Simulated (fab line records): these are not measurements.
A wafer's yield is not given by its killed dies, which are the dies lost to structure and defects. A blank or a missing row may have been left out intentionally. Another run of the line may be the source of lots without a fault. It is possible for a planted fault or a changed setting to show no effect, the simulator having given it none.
Which of the tools did it? | flow ritCmos | 13 lots with 39 wafers sampled at 2 steps, on a route of 202 steps

WHAT THE GAUGES READ, wafer by wafer
The record lacks any reading of a measuring or inspecting step that a usual standard deviation could be used to judge.

WHICH TOOL RAN EACH LOT (tool, then ch and the chambers of the sampled wafers, then the start)
lot  | RIT_GATE_ETCH_19               | RIT_M1_PROBE_99
L532 | rieSi-01 ch 0,1,2, day 2 15:13 | prober-01, day 3 12:07
L533 | rieSi-02 ch 0,2, day 2 22:20   | prober-02, day 3 17:54
L535 | rieSi-02 ch 1,2, day 3 06:39   | prober-02, day 4 06:15
L536 | rieSi-01 ch 1,2, day 3 15:04   | prober-01, day 4 11:04
L537 | rieSi-02 ch 1,2,3, day 3 17:50 | prober-02, day 4 14:52
L538 | rieSi-01 ch 0,3, day 4 01:40   | prober-01, day 4 21:26
L540 | rieSi-01 ch 1,2, day 4 09:55   | prober-01, day 5 06:44
L541 | rieSi-02 ch 0,2, day 4 13:45   | prober-02, day 5 12:27
L543 | rieSi-02 ch 0,2,3, day 4 23:19 | prober-02, day 5 19:14
L544 | rieSi-01 ch 0,1,2, day 5 02:21 | prober-01, day 5 23:17
L551 | rieSi-02 ch 2,3, day 6 15:28   | prober-01, day 7 15:59
L553 | rieSi-02 ch 0,1,2, day 6 23:05 | prober-02, day 7 21:04
L555 | rieSi-02 ch 2,3, day 7 09:21   | prober-02, day 8 06:28
- RIT_GATE_ETCH_19: etches poly-Si in SF6/CHF3/O2, stops on SiO2, time 165 s, target depth 312.5 nm.
- RIT_M1_PROBE_99

WHAT THE TOOLS THEMSELVES READ (means of the sampled wafers that have a number; where no wafer has one, the mark that the record gives instead)
RIT_GATE_ETCH_19.
lot  | tool     | drypumpMotorCurrentA (A) | oesProductAu (a.u.) | rfFwdPowerW (W) | throttleValvePct (%)
L532 | rieSi-01 | 5.4                      | 0.862               | 158.7           | 10.17
L533 | rieSi-02 | 6.2                      | 0.863               | 159.3           | 10.17
L535 | rieSi-02 | 6.6                      | 0.847               | 159.5           | 10.20
L536 | rieSi-01 | 5.2                      | 0.860               | 159.0           | 10.09
L537 | rieSi-02 | 6.6                      | 0.854               | 159.3           | 10.29
L538 | rieSi-01 | 5.3                      | 0.851               | 159.1           | 10.29
L540 | rieSi-01 | 5.3                      | 0.857               | 159.1           | 10.10
L541 | rieSi-02 | 6.1                      | 0.866               | 158.5           | 10.15
L543 | rieSi-02 | 6.4                      | 0.867               | 159.5           | 10.27
L544 | rieSi-01 | 5.4                      | 0.869               | 159.6           | 10.16
L551 | rieSi-02 | 6.8                      | 0.868               | 159.0           | 10.22
L553 | rieSi-02 | 6.3                      | 0.854               | 159.2           | 10.18
L555 | rieSi-02 | 6.8                      | 0.857               | 159.4           | 10.21

RIT_M1_PROBE_99.
lot  | tool      | killedAtContacts | killedAtFrontEnd | killedDies | killedOpen | killedShort
L532 | prober-01 | 0.3              | 5.7              | 6.0        | 2.7        | 3.3
L533 | prober-02 | 0.0              | 10.3             | 10.3       | 3.3        | 7.0
L535 | prober-02 | 0.0              | 6.3              | 6.3        | 4.7        | 1.7
L536 | prober-01 | 0.0              | 7.7              | 7.7        | 3.0        | 4.7
L537 | prober-02 | 0.0              | 5.0              | 5.0        | 2.3        | 2.7
L538 | prober-01 | 0.3              | 7.0              | 7.3        | 2.0        | 5.3
L540 | prober-01 | 0.3              | 6.0              | 6.3        | 4.0        | 2.3
L541 | prober-02 | 0.0              | 5.7              | 5.7        | 3.0        | 2.7
L543 | prober-02 | 0.0              | 4.7              | 4.7        | 2.3        | 2.3
L544 | prober-01 | 0.3              | 14.0             | 14.3       | 2.7        | 2.7
L551 | prober-01 | 0.0              | 7.7              | 7.7        | 2.7        | 5.0
L553 | prober-02 | 0.3              | 8.7              | 9.0        | 3.3        | 5.7
L555 | prober-02 | 0.0              | 6.0              | 6.0        | 2.0        | 4.0

THE ANSWER, worked out from the rows above alone
Rule: the usual values come from the lots themselves. Put in order of their means at a reading, lots are off if they are a third of the lots or fewer, leave a main group of 4 or more, and stand apart from it by a gap of 3 or more times the standard deviation of the main group's means; of several such gaps the widest counts. If all means in a main group match to the digits the tables above print for the reading, that group is not used. A lot without any number at a reading at which 4 lots or more have one is off too. Where the step has rows for the other lots, those lots are counted as sound. The gauges are gone through in route order, then the tools' own readings, and for those a lot's mean is taken as printed above. The first step at which some lot is off is used, and at that step the reading that is off furthest; a lot without a number counts as furthest.
Nothing can be told from this: no lot is off at any reading shown.

WHAT THE SIMULATOR PUT IN
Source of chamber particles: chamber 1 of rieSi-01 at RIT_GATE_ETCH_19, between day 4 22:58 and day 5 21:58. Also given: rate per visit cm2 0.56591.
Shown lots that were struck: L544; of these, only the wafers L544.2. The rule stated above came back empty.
